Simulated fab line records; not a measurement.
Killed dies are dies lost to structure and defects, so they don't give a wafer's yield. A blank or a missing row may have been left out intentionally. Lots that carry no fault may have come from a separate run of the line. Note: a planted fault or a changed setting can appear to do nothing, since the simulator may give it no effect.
The same fault as seen by 2 desks || flow rit cmos || what lay behind the numbers comes last; until then each desk has only its own

DESK OF THE TOOL OWNER: iline stepper-02
The tool's own readings at RIT_GATE_EXPOSE_13 (exposes mask M6, target cd 150 nm): means of the sampled wafers that have a number, for each lot that ran on this tool. Any lot whose mean is over 4 standard deviations away from the usual mean is out of limits and marked OUT; that distance is given in the brackets.
Columns: A = stage vel mm s at RIT_GATE_EXPOSE_13, usual 500.06 mm/s
{"lot": "L977", "first seen here": "day 2 18:56", "A": 499.80}
{"lot": "L979", "first seen here": "day 3 10:24", "A": 499.92}
{"lot": "L980", "first seen here": "day 3 14:31", "A": 500.14}
{"lot": "L984", "first seen here": "day 4 04:40", "A": 500.40}
{"lot": "L986", "first seen here": "day 4 17:36", "A": 500.35}
{"lot": "L988", "first seen here": "day 5 01:02", "A": 500.36}
{"lot": "L991", "first seen here": "day 5 16:16", "A": 500.08}
{"lot": "L994", "first seen here": "day 6 07:00", "A": 499.83}
This desk found nothing out of limits on any of the 8 lots.

METROLOGY DESK
Lot by lot, what the gauges showed, no matter which tool ran the lot: averages of those sampled wafers that carry a number. Any lot whose mean is over 4 standard deviations away from the usual mean is out of limits and marked OUT; that distance is given in the brackets.
Columns: A = GATE_OVL at RIT_GATE_OVL_MEAS_17, usual -0.7 nm
{"lot": "L976", "first seen here": "day 2 17:36", "A": 0.2}
{"lot": "L977", "first seen here": "day 2 19:28", "A": -1.9}
{"lot": "L979", "first seen here": "day 3 10:55", "A": 0.6}
{"lot": "L980", "first seen here": "day 3 15:10", "A": -1.4}
{"lot": "L983", "first seen here": "day 4 00:18", "A": -1.4}
{"lot": "L984", "first seen here": "day 4 05:11", "A": -1.2}
{"lot": "L986", "first seen here": "day 4 18:07", "A": -0.6}
{"lot": "L988", "first seen here": "day 5 01:33", "A": "-152.0 (-99 or more) OUT"}
{"lot": "L989", "first seen here": "day 5 05:26", "A": -1.5}
{"lot": "L991", "first seen here": "day 5 16:59", "A": "-152.7 (-99 or more) OUT"}
{"lot": "L994", "first seen here": "day 6 07:33", "A": "-150.9 (-99 or more) OUT"}
{"lot": "L996", "first seen here": "day 6 16:48", "A": -0.9}
{"lot": "L997", "first seen here": "day 7 00:06", "A": -0.9}
{"lot": "L998", "first seen here": "day 7 04:20", "A": 0.1}
{"lot": "L999", "first seen here": "day 7 08:10", "A": 0.8}
This desk's result: L988, L991, L994 out of limits, first on L988 (GATE_OVL at RIT_GATE_OVL_MEAS_17), day 5 01:33. In limits: L976, L977, L979, L980, L983, L984, L986, L989, L996, L997, L998, L999.

BROUGHT TOGETHER
L988, L991, L994 would have let the metrology desk raise an alarm at day 5 01:33.
Nothing out of limits was seen by the tool owner's desk.
Tool owner's desk: L988, L991, L994 on record, inside its limits.
All the named lots went through RIT_GATE_EXPOSE_13 on iline stepper-02.

WHAT THE SIMULATOR HAD INSERTED
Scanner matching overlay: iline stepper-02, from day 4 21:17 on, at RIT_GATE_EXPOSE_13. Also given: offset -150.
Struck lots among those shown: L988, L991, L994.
Time in hours between the start of the fault and the first out-of-limits reading at each desk: metrology desk, 4.
